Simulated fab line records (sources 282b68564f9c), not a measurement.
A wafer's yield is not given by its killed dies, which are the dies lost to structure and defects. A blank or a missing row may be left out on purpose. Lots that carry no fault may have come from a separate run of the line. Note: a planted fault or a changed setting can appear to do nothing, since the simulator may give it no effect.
Check of tool commonality :: flow ritCmos :: Lots sampled 13, wafers sampled 39

== WHY IT WAS OPENED ==
Flagged at RIT_GATE_CD_MEAS_16: reading cdNm, on 2 of 13 lots. Fault-free wafers read 151.2 nm, with a standard deviation of 2.5.
Rule: a lot is flagged when every wafer of it that has a number lies more than 4 standard deviations from that mean, or none has a number. As for the other lots, they are considered sound.

lot: L589
measured: day 2 21:56
on: cdSem-02
cdNm (nm), wafer by wafer: 149.2 151.8 150.6
flag: 

lot: L590
measured: day 2 23:07
on: cdSem-01
cdNm (nm), wafer by wafer: 149.4 150.8 149.9
flag: 

lot: L591
measured: day 3 03:56
on: cdSem-02
cdNm (nm), wafer by wafer: 153.1 154.0 153.0
flag: 

lot: L592
measured: day 3 05:35
on: cdSem-01
cdNm (nm), wafer by wafer: 154.7 152.9 153.1
flag: 

lot: L593
measured: day 3 09:43
on: cdSem-01
cdNm (nm), wafer by wafer: 152.1 149.6 153.1
flag: 

lot: L594
measured: day 3 15:40
on: cdSem-02
cdNm (nm), wafer by wafer: 156.4 153.6 151.9
flag: 

lot: L595
measured: day 3 19:38
on: cdSem-02
cdNm (nm), wafer by wafer: 151.3 150.6 152.4
flag: 

lot: L596
measured: day 3 23:14
on: cdSem-01
cdNm (nm), wafer by wafer: 148.4 148.1 146.7
flag: 

lot: L598
measured: day 4 08:58
on: cdSem-01
cdNm (nm), wafer by wafer: 153.9 152.0 152.0
flag: 

lot: L599
measured: day 4 14:26
on: cdSem-02
cdNm (nm), wafer by wafer: 167.3 167.7 166.1
flag: FLAGGED

lot: L601
measured: day 5 00:42
on: cdSem-02
cdNm (nm), wafer by wafer: 151.7 153.3 153.4
flag: 

lot: L604
measured: day 5 14:58
on: cdSem-02
cdNm (nm), wafer by wafer: 166.6 168.1 167.9
flag: FLAGGED

lot: L608
measured: day 6 11:18
on: cdSem-02
cdNm (nm), wafer by wafer: 149.6 151.8 149.8
flag: 
The mean of the flagged lots' numbers is 167.3 nm, +16.1 nm from the usual (+6 standard deviations).

== WHICH TOOL EACH LOT WENT THROUGH ==
The record keeps 1 process step preceding the reading, out of 202 steps on the route. Every cell lists first the tool, next ch and the chambers used by the sampled wafers, and last the start.
lot: L589
flag: 
RIT_GATE_DEVELOP_15: lithoTrack-03 ch 0, day 2 21:00

lot: L590
flag: 
RIT_GATE_DEVELOP_15: lithoTrack-04 ch 0, day 2 22:00

lot: L591
flag: 
RIT_GATE_DEVELOP_15: lithoTrack-01 ch 0, day 3 03:00

lot: L592
flag: 
RIT_GATE_DEVELOP_15: lithoTrack-01 ch 0, day 3 05:00

lot: L593
flag: 
RIT_GATE_DEVELOP_15: lithoTrack-04 ch 0, day 3 09:00

lot: L594
flag: 
RIT_GATE_DEVELOP_15: lithoTrack-04 ch 0, day 3 15:00

lot: L595
flag: 
RIT_GATE_DEVELOP_15: lithoTrack-03 ch 0, day 3 19:00

lot: L596
flag: 
RIT_GATE_DEVELOP_15: lithoTrack-01 ch 0, day 3 23:00

lot: L598
flag: 
RIT_GATE_DEVELOP_15: lithoTrack-04 ch 0, day 4 08:00

lot: L599
flag: FLAGGED
RIT_GATE_DEVELOP_15: lithoTrack-04 ch 0, day 4 14:00

lot: L601
flag: 
RIT_GATE_DEVELOP_15: lithoTrack-01 ch 0, day 5 00:00

lot: L604
flag: FLAGGED
RIT_GATE_DEVELOP_15: lithoTrack-04 ch 0, day 5 14:00

lot: L608
flag: 
RIT_GATE_DEVELOP_15: lithoTrack-01 ch 0, day 6 11:00
What is done by these steps:
- RIT_GATE_DEVELOP_15: develop time 50 s.
- RIT_GATE_CD_MEAS_16: target cd 150 nm.

== FLAGGED OVER TOTAL, TOOL BY TOOL (the gauges that took the reading come last) ==
step: RIT_GATE_DEVELOP_15
tool: lithoTrack-01
lots run: 5
flagged: 0
share of the flagged lots: none
sound lots run after its first flagged lot: -

step: RIT_GATE_DEVELOP_15
tool: lithoTrack-03
lots run: 2
flagged: 0
share of the flagged lots: none
sound lots run after its first flagged lot: -

step: RIT_GATE_DEVELOP_15
tool: lithoTrack-04
lots run: 6
flagged: 2
share of the flagged lots: all
sound lots run after its first flagged lot: 0

step: RIT_GATE_CD_MEAS_16
tool: cdSem-01
lots run: 5
flagged: 0
share of the flagged lots: none
sound lots run after its first flagged lot: -

step: RIT_GATE_CD_MEAS_16
tool: cdSem-02
lots run: 8
flagged: 2
share of the flagged lots: all
sound lots run after its first flagged lot: 2 (L601,L608)

== WHAT IS ALLOWED BY THE TABLE ==
Table rows that saw every flagged lot: 2, namely lithoTrack-04 at RIT_GATE_DEVELOP_15 and cdSem-02 at RIT_GATE_CD_MEAS_16.
- lithoTrack-04 at RIT_GATE_DEVELOP_15: 2 of its 6 lots flagged. It ran its last sound lot, L598, at day 4 08:00 and its first flagged lot, L599, at day 4 14:00: a fault with its onset between the two fits. Its own readings lie more than 4 standard deviations out on every wafer of the flagged lots: developerTempC.
- cdSem-02 at RIT_GATE_CD_MEAS_16: 2 of its 8 lots flagged. After the first flagged lot (L601, L608), sound lots still ran on it; a lasting fault on the whole tool would not permit that.
What remains is a single tool, lithoTrack-04 at RIT_GATE_DEVELOP_15.

== WHAT THE SIMULATOR PUT IN ==
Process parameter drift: lithoTrack-04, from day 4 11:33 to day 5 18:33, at RIT_GATE_DEVELOP_15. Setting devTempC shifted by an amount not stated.
Struck lots among those shown: L599, L604. The same result came from the rule above.
